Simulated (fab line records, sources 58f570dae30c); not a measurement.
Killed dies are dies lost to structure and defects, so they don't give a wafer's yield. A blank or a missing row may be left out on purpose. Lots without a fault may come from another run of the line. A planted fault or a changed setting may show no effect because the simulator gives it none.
Problem report in the 8D (eight disciplines) form, filled by code | flow berkeley_cmos170 | the parts of the form that need people (team, actions taken, sign-off) are left out

1. THE PROBLEM
strip_time_to_endpoint_s at UCB170_V1_STRIP_15 reads a mean of 14.80 s on 2 wafers of 1 lot; wafers without a fault read 15.25 s with a standard deviation of 0.096. That is -4.7 standard deviations from the usual mean.
The step: strips in O2.
First seen on wafer L756.3, day 12 11:08, on plasma_asher-03. The record holds 39 wafers of 13 lots with a number at this step. Rule for "out", or "out of limits": more than 4 standard deviations from the usual mean. The other wafers with a number count as sound.

2. WHAT IT IS AND WHAT IT IS NOT
question                    | is                       | is not
which readings at this step | strip_time_to_endpoint_s | drypump_motor_current_A, oes_product_au
which lots                  | L756                     | L737, L738, L739, L740, L741, L742, L744, L746, L748, L751, L759, L760
which wafers of those lots  | L756.3, L756.4           | L756.2
read on which tools         | plasma_asher-03          | plasma_asher-01, plasma_asher-04
when                        | from day 12 11:08        | up to then (31 sound wafers); but 6 sound wafers of L759, L760 came after

3. SUSPECTS, AND WHAT RULES EACH OUT
Counting: a tool at a process step up to the reading stays a suspect if it ran every lot that is out. Sound lots after the first of them don't rule it out here, since some wafers of a struck lot are sound.
- rie_diel-02 at UCB170_CONTACT_ETCH_17 (etches BARC in N2/H2): kept. It ran the lot that is out, L756 (day 12 05:11); its last sound lot up to then is L741 (day 9 03:10).
- rie_diel-02 at UCB170_CONTACT_ETCH_18 (etches PSG in CHF3/CF4/Ar, stops on TiSi2, target depth 840 nm, time 195 s): kept. It ran the lot that is out, L756 (day 12 09:33); its last sound lot up to then is L741 (day 9 08:42). UCB170_CONTACT_ETCH_18 gives no start for some lots, so the hours and the order of its lots are those of UCB170_V1_THK_MEAS_04.
- rie_diel-03 at UCB170_V1_ETCH_14 (etches SiO2 in CHF3/CF4/Ar, stops on Al, target depth 1250 nm, time 291 s): kept. It ran the lot that is out, L756 (day 12 10:58); its last sound lot up to then is L751 (day 11 02:40).
- plasma_asher-03 at UCB170_V1_STRIP_15 (strips in O2): kept. It ran the lot that is out, L756 (day 12 11:08); its last sound lot up to then is L748 (day 11 09:28). Its own readings are out on those wafers: strip_time_to_endpoint_s.
- Within rie_diel-02 at UCB170_CONTACT_ETCH_17: the wafers that are out ran in chambers 0, 3; their sound lot-mates ran in chamber 1.
- Within rie_diel-02 at UCB170_CONTACT_ETCH_18: the wafers that are out ran in chambers 0, 3; their sound lot-mates ran in chamber 1.
- Within rie_diel-03 at UCB170_V1_ETCH_14: the wafers that are out ran in chamber 0; their sound lot-mates ran in chamber 1.
Left after counting: rie_diel-02 at UCB170_CONTACT_ETCH_17, rie_diel-02 at UCB170_CONTACT_ETCH_18, rie_diel-03 at UCB170_V1_ETCH_14, plasma_asher-03 at UCB170_V1_STRIP_15.

4. THE CAUSE (what the simulator had put in)
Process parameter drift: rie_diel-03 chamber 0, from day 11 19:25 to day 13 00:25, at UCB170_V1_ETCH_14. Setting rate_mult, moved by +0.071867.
Counting left 4 suspects, and this tool is among them.

5. THE CHAIN OF EFFECTS, in route order
Each row: a reading whose mean over the struck wafers that have a number lies more than 3 standard deviations from the usual. Only readings for which the record gives a usual standard deviation are gone through. hours: the time from each lot's start at the first step in this table that gives one to its start at this step, as a median over the lots. sigmas: the change in usual standard deviations.
hours | step               | reading                  | usual   | on struck wafers | change | sigmas
0     | UCB170_V1_STRIP_15 | strip_time_to_endpoint_s | 15.25 s | 14.80            | -0.45  | -4.7
The process steps in it:
- UCB170_V1_STRIP_15: strips in O2.

6. WHAT WOULD HAVE CAUGHT IT SOONER
In this record the first reading out of limits was taken at day 12 11:08, 16 hours after the fault began at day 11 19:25.
Of the tool readings at UCB170_V1_ETCH_14 for which the record gives a usual standard deviation, none was out on any struck wafer, so an alarm limit of 4 standard deviations on them would not have fired.
All the lots that are out (1) had begun UCB170_V1_ETCH_14 on rie_diel-03 by day 12 11:08. A hold on the tool at that time would have spared none of them.
